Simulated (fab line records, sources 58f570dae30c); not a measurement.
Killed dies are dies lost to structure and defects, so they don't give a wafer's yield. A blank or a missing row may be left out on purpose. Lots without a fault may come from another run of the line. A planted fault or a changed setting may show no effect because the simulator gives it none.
Problem report in the 8D (eight disciplines) form, filled by code | flow berkeley_cmos170 | the parts of the form that need people (team, actions taken, sign-off) are left out

1. THE PROBLEM
NSD_OVL at UCB170_NSD_OVL_MEAS_07 reads a mean of -220 nm on 12 wafers of 4 lots; wafers without a fault read 2 nm with a standard deviation of 5.3. That is -42 standard deviations from the usual mean.
First seen on wafer L637.1, day 9 01:19, on overlay-01. The record holds 48 wafers of 16 lots with a number at this step. Rule for "out", or "out of limits": more than 4 standard deviations from the usual mean. The other wafers with a number count as sound.

2. WHAT IT IS AND WHAT IT IS NOT
question                    | is                     | is not
which readings at this step | NSD_OVL                | -
which lots                  | L636, L637, L638, L640 | L631, L632, L633, L634, L635, L639, L645, L647, L648, L649, L650, L651
which wafers of those lots  | all that have a number | -
read on which gauges        | overlay-01, overlay-02 | -
when                        | from day 9 01:19       | up to then (15 sound wafers); but 21 sound wafers of L639, L645, L647, L648, L649, L650, L651 came after

3. SUSPECTS, AND WHAT RULES EACH OUT
Counting: a tool at a process step up to the reading stays a suspect if it ran every lot that is out and no sound lot after the first of them.
- the gauge at UCB170_NSD_OVL_MEAS_07: ruled out. The wafers that are out were read on 2 gauges (overlay-01, overlay-02).
- krf_scanner-02 at UCB170_NSD_EXPOSE_03 (exposes mask NSELECT MOD, target cd 1200 nm): kept. It ran every lot that is out, first L637 (day 9 00:29), and no sound lot after that; its last sound lot up to then is L635 (day 9 00:22).
Left after counting: krf_scanner-02 at UCB170_NSD_EXPOSE_03.

4. THE CAUSE (what the simulator had put in)
Scanner matching overlay: krf_scanner-02, from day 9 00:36 on, at UCB170_NSD_EXPOSE_03. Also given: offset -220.
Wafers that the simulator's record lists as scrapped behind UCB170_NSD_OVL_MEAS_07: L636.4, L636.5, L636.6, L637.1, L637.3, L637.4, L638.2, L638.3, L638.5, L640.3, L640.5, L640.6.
Counting left only this tool.

5. THE CHAIN OF EFFECTS, in route order
Each row: a reading whose mean over the struck wafers that have a number lies more than 3 standard deviations from the usual. Only readings for which the record gives a usual standard deviation are gone through. hours: the time from each lot's start at the first step in this table that gives one to its start at this step, as a median over the lots. sigmas: the change in usual standard deviations.
hours | step                   | reading | usual | on struck wafers | change | sigmas
0     | UCB170_NSD_OVL_MEAS_07 | NSD_OVL | 2 nm  | -220             | -222   | -42

6. WHAT WOULD HAVE CAUGHT IT SOONER
In this record the first reading out of limits at a measuring or inspecting step was taken at day 9 01:19, 1 hour after the fault began at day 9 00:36.
Of the tool readings at UCB170_NSD_EXPOSE_03 for which the record gives a usual standard deviation, none was out on any struck wafer, so an alarm limit of 4 standard deviations on them would not have fired.
Of the lots that are out (4), L638, L640 began UCB170_NSD_EXPOSE_03 on krf_scanner-02 after day 9 01:19. A hold on the tool at that time would have spared those 2.
